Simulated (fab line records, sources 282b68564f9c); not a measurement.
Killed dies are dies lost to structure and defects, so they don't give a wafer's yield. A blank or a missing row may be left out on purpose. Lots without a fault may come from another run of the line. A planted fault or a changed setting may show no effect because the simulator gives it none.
A sampling plan put to the test | flow rit_cmos | one fab line, 29 faults that these records tell of, each judged on the records of the lots that it struck; 1 more is left out, because the records don't allow judging it
The plan is the line's own looks: the steps of the route at which a gauge or an inspection reads the wafer and doesn't change it. A look can be judged if struck wafers have a number there and the file gives its usual mean and standard deviation on fault-free wafers. Caught: at a look after the fault's first step, the mean of the struck wafers lies 4 or more of those standard deviations (sigma) from the usual mean. On the tool: the same test on the tool's own readings at the fault's steps. Another recipe on the struck wafers, or a record that is blank for them alone, also counts as caught.

THE FAULTS, as the simulator had put them in
1. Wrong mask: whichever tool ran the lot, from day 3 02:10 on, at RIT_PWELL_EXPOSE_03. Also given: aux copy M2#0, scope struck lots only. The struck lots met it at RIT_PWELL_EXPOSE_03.
2. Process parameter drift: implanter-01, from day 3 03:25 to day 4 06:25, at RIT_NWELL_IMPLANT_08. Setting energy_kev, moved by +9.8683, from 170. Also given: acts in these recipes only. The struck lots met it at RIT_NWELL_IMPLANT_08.
3. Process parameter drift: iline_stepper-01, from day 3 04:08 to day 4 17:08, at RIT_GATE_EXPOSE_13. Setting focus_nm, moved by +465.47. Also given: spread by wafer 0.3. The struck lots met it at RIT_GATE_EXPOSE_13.
4. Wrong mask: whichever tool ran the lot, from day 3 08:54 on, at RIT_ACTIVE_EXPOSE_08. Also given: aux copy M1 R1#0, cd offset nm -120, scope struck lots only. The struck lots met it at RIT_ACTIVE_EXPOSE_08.
5. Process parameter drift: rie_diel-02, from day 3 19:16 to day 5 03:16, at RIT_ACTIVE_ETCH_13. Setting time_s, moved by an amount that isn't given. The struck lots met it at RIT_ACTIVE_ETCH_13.
6. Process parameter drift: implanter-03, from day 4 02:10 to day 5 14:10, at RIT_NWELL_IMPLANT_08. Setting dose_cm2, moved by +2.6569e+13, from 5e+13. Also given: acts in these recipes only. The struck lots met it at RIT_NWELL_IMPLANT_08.
7. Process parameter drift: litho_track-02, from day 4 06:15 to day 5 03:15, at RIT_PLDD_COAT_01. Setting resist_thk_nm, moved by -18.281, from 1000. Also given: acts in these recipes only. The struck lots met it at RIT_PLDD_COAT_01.
8. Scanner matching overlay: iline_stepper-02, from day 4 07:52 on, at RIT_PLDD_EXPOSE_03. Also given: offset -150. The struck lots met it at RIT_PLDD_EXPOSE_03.
9. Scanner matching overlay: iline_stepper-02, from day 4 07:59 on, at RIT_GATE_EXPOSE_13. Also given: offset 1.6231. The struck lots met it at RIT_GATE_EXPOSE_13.
10. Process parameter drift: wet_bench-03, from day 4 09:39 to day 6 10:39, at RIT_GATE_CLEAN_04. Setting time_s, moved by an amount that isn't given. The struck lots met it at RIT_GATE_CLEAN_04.
11. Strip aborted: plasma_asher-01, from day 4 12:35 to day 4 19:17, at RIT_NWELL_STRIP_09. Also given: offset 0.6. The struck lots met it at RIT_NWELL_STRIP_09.
12. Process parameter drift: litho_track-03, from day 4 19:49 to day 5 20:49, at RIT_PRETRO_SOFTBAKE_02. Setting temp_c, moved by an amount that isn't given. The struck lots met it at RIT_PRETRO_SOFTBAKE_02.
13. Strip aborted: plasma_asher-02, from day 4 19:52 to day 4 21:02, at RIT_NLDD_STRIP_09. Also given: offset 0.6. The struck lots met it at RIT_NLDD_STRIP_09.
14. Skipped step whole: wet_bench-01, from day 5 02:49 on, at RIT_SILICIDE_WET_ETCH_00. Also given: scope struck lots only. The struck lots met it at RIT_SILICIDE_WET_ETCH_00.
15. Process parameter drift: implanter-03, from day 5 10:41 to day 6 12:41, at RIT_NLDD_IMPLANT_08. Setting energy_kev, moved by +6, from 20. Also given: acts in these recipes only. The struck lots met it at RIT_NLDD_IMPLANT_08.
16. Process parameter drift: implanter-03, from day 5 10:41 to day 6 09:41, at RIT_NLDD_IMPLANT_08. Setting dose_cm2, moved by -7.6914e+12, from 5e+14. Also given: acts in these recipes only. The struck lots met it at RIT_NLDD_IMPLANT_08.
17. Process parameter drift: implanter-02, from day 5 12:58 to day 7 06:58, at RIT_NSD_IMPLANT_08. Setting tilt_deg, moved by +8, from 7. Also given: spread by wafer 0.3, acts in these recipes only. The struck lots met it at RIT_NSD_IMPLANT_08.
18. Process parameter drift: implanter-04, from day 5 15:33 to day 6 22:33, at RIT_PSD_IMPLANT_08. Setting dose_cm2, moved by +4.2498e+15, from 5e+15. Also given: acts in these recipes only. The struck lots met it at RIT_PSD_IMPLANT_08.
19. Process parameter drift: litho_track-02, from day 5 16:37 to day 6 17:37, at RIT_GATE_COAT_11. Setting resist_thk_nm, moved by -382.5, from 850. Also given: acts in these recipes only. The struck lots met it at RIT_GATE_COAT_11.
20. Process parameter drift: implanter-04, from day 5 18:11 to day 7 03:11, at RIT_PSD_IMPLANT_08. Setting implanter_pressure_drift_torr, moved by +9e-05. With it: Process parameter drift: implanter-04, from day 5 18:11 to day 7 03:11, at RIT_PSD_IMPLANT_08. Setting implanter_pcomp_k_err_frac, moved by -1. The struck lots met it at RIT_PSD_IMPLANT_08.
21. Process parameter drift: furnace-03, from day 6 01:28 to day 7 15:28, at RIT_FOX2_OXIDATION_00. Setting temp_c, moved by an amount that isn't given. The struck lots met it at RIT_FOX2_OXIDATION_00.
22. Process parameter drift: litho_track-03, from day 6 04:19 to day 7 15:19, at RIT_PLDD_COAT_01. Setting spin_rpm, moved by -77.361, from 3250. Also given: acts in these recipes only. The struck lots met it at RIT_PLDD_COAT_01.
23. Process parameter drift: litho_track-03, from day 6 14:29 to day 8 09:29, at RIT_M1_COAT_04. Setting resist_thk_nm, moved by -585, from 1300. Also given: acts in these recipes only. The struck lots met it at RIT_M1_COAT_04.
24. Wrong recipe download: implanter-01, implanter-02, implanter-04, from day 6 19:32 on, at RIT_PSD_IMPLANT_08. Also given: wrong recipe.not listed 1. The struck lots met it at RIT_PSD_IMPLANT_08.
25. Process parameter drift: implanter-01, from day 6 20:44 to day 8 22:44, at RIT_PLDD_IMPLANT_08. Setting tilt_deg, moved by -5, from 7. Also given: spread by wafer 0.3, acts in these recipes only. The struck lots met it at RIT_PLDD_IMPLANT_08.
26. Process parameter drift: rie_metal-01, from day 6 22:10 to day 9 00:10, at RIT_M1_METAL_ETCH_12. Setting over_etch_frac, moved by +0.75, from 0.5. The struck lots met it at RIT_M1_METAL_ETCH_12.
27. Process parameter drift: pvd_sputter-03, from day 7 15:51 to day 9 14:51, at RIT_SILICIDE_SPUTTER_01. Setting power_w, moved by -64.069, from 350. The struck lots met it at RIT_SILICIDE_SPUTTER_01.
28. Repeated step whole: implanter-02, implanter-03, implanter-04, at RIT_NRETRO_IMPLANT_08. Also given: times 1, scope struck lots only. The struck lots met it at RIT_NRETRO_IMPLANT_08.
29. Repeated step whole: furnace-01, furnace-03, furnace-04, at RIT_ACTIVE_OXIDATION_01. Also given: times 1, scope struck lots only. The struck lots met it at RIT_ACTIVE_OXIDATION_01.

WHAT THE PLAN SAW
fault | on the tool itself                               | first look that catches it                   | reading, sigma                                    | median hours from its first step to that look | hours from the fault's start to the first struck lot there | judged looks passed uncaught
1     | no reading that can be judged                    | RIT_PWELL_TW_MEAS_10                         | PWELL_TW -99 or beyond                            | 1.0                                           | 5                                                          | 0
2     | beam_energy_keV +99 or beyond sigma              | not the one look that can be judged after it | strongest: NWELL_TW at RIT_NWELL_TW_MEAS_10, +2.6 | -                                             | -                                                          | 1
3     | exposure_dose_mJ_cm2 -36 sigma                   | RIT_GATE_CD_MEAS_16                          | cd_nm -32                                         | 0.4                                           | 16                                                         | 0
4     | no reading that can be judged                    | RIT_ACTIVE_CD_MEAS_11                        | cd_nm -59                                         | 0.4                                           | 3                                                          | 0
5     | run_length_s -99 or beyond sigma                 | no look after it can be judged               | -                                                 | -                                             | -                                                          | 0
6     | dose_ions_cm2 +99 or beyond sigma                | RIT_NWELL_TW_MEAS_10                         | NWELL_TW +28                                      | 0.3                                           | 4                                                          | 0
7     | under 2 sigma                                    | not the one look that can be judged after it | -                                                 | -                                             | -                                                          | 1
8     | no reading that can be judged                    | RIT_PLDD_OVL_MEAS_06                         | PLDD_OVL -93                                      | 0.4                                           | 5                                                          | 0
9     | no reading that can be judged                    | no look after it can be judged               | -                                                 | -                                             | -                                                          | 0
10    | run_length_s +20 sigma                           | not the one look that can be judged after it | -                                                 | -                                             | -                                                          | 1
11    | run_length_s -99 or beyond sigma                 | RIT_NRETRO_TW_MEAS_10                        | NRETRO_TW -99 or beyond                           | 9.1                                           | 16                                                         | 0
12    | heater_power_total_W +28 sigma                   | not the one look that can be judged after it | -                                                 | -                                             | -                                                          | 1
13    | run_length_s -99 or beyond sigma                 | RIT_PLDD_TW_MEAS_10                          | PLDD_TW -99 or beyond                             | 1.6                                           | 3                                                          | 0
14    | the tool's record is blank for the struck wafers | no look after it can be judged               | -                                                 | -                                             | -                                                          | 0
15    | beam_energy_keV +99 or beyond sigma              | RIT_NLDD_TW_MEAS_10                          | NLDD_TW +14                                       | 0.3                                           | 2                                                          | 0
16    | dose_ions_cm2 -14 sigma                          | RIT_SDANNEAL_RS_MEAS_07                      | NLDD_RS +5.9                                      | 8.3                                           | 10                                                         | 0
17    | under 2 sigma                                    | no look after it can be judged               | -                                                 | -                                             | -                                                          | 0
18    | dose_ions_cm2 +99 or beyond sigma                | RIT_PSD_TW_MEAS_10                           | PSD_TW +8.1                                       | 0.3                                           | 2                                                          | 0
19    | no reading that can be judged                    | RIT_GATE_CD_MEAS_16                          | cd_nm -37                                         | 0.9                                           | 7                                                          | 0
20    | end_station_pressure_torr +84 sigma              | RIT_SDANNEAL_RS_MEAS_04                      | PSD_RS -12                                        | 0.8                                           | 2                                                          | 1
21    | tube_center_temp_C +99 or beyond sigma           | RIT_FOX2_THK_MEAS_01                         | FOX2_OXIDE_THK +17                                | 1.3                                           | 9                                                          | 0
22    | spin_speed_rpm -34 sigma                         | not the one look that can be judged after it | -                                                 | -                                             | -                                                          | 1
23    | no reading that can be judged                    | RIT_M1_CD_MEAS_09                            | cd_nm -28                                         | 0.8                                           | 17                                                         | 0
24    | under 2 sigma                                    | RIT_SDANNEAL_RS_MEAS_04                      | PSD_RS -99 or beyond                              | 0.8                                           | 8                                                          | 0
25    | under 2 sigma                                    | RIT_PLDD_TW_MEAS_10                          | PLDD_TW -6.9                                      | 0.3                                           | 14                                                         | 0
26    | oes_product_au -18 sigma                         | RIT_M1_CD_MEAS_90                            | cd_nm -4.6                                        | 0.5                                           | 11                                                         | 0
27    | cathode_dc_power_W -99 or beyond sigma           | RIT_SILICIDE_RS_MEAS_02                      | SILICIDE_TI_RS +22                                | 0.2                                           | 12                                                         | 0
28    | under 2 sigma                                    | RIT_NRETRO_TW_MEAS_10                        | NRETRO_TW +55                                     | 0.6                                           | -                                                          | 0
29    | no reading that can be judged                    | RIT_ACTIVE_THK_MEAS_02                       | ACTIVE_OXIDE_THK +39                              | 4.2                                           | -                                                          | 0
A dash: the fault isn't caught, or these records don't give the number.

Caught at a look: 20 of 29. Caught on the tool: 17 of 29. By one or the other: 26 of 29.
Caught on the tool alone: faults 2, 5, 10, 12, 14, 22.
Caught at a look alone: faults 1, 4, 8, 19, 23, 24, 25, 28, 29.
Caught by neither: faults 7, 9, 17.

THINNER SAMPLING
If the look that catches a fault measured only every second or every third lot, by lot number, the first struck lot would be measured this late in the worst case:
fault | struck lots at that look, in order of time | every lot | every second lot | every third lot
1     | L775                                       | 5 h       | may miss it      | may miss it
3     | L302                                       | 16 h      | may miss it      | may miss it
4     | L825                                       | 3 h       | may miss it      | may miss it
6     | L142, L143                                 | 4 h       | 8 h              | may miss all 2
8     | L575, L576, L577, L578                     | 5 h       | 9 h              | 14 h
11    | L493                                       | 16 h      | may miss it      | may miss it
13    | L780                                       | 3 h       | may miss it      | may miss it
15    | L192, L193                                 | 2 h       | 6 h              | may miss all 2
16    | L132, L133                                 | 10 h      | 14 h             | may miss all 2
18    | L539, L540, L541                           | 2 h       | 4 h              | 9 h
19    | L165, L166                                 | 7 h       | 20 h             | may miss all 2
20    | L475, L476                                 | 2 h       | 6 h              | may miss all 2
21    | L314, L315                                 | 9 h       | 9 h              | may miss all 2
23    | L690, L692                                 | 17 h      | may miss all 2   | may miss all 2
24    | L187, L188, L189, L190                     | 8 h       | 8 h              | 21 h
25    | L984, L985                                 | 14 h      | 25 h             | may miss all 2
26    | L496, L499                                 | 11 h      | 45 h             | may miss all 2
27    | L735, L736                                 | 12 h      | 23 h             | may miss all 2
Hours are from the fault's start to the first struck lot that is measured. The limit of 4 sigma was tested on all struck wafers together, so one lot alone may lie under it. Other struck lots may not be in these records.

THE LONGEST TIMED WAY FROM STEP TO LOOK
Fault 11: a median of 9.1 hours passes between RIT_NWELL_STRIP_09 and RIT_NRETRO_TW_MEAS_10. No look between them can be judged.
